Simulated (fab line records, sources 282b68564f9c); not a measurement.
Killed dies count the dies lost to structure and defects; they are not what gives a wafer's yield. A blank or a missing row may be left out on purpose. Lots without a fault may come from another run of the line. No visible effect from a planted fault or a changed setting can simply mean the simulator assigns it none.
Which tool was responsible? -- flow rit_cmos -- 21 wafers from 7 lots sampled at 2 of the route's 202 steps

== WHAT THE GAUGES READ, wafer by wafer ==
RIT_PLDD_TW_MEAS_10.
lot,measured,on,PLDD_TW
L745,day 3 03:29,film_metro-04,2319 2337 2327
L748,day 3 23:19,film_metro-04,2336 2325 2322
L750,day 4 07:46,film_metro-03,2381 2374 2382
L753,day 4 23:14,film_metro-01,2129 2129 2131 2124 2117 2136
L761,day 6 21:38,film_metro-03,2394 2396 2398
L765,day 8 03:35,film_metro-01,2330 2326 2321
L766,day 8 09:32,film_metro-01,2342 2332 2340

== WHICH TOOL RAN EACH LOT (tool, then ch and the chambers of the sampled wafers, then the start) ==
lot,RIT_PLDD_IMPLANT_08
L745,"implanter-03 ch 0, day 3 03:10"
L748,"implanter-02 ch 0, day 3 23:00"
L750,"implanter-01 ch 0, day 4 07:26"
L753,"implanter-01 ch 0, day 4 22:56"
L761,"implanter-02 ch 0, day 6 21:19"
L765,"implanter-01 ch 0, day 8 03:17"
L766,"implanter-01 ch 0, day 8 09:13"
- RIT_PLDD_IMPLANT_08

== THE ANSWER, worked out from the rows above alone ==
Rule: the usual values come from the lots themselves. Put in order of their means at a reading, lots are off if they are a third of the lots or fewer, leave a main group of 4 or more, and stand apart from it by a gap of 3 or more times the standard deviation of the main group's means; of several such gaps the widest counts. A main group is skipped when, at the precision printed for the reading in the tables above, its means are all equal. Also off: a lot with no number at a reading for which 4 or more lots have one. Where the step has rows for the other lots, those lots are counted as sound.
Off: L753, seen at RIT_PLDD_TW_MEAS_10 (PLDD_TW). Mean 2349 and standard deviation 28 in the main group.
If a tool, at a process step before that reading, ran all the lots that are off and no sound lot after the first of them, it fits. The gauges at RIT_PLDD_TW_MEAS_10 are tried like those tools. No candidate that was tried fits.

== WHAT THE SIMULATOR HAD PUT IN ==
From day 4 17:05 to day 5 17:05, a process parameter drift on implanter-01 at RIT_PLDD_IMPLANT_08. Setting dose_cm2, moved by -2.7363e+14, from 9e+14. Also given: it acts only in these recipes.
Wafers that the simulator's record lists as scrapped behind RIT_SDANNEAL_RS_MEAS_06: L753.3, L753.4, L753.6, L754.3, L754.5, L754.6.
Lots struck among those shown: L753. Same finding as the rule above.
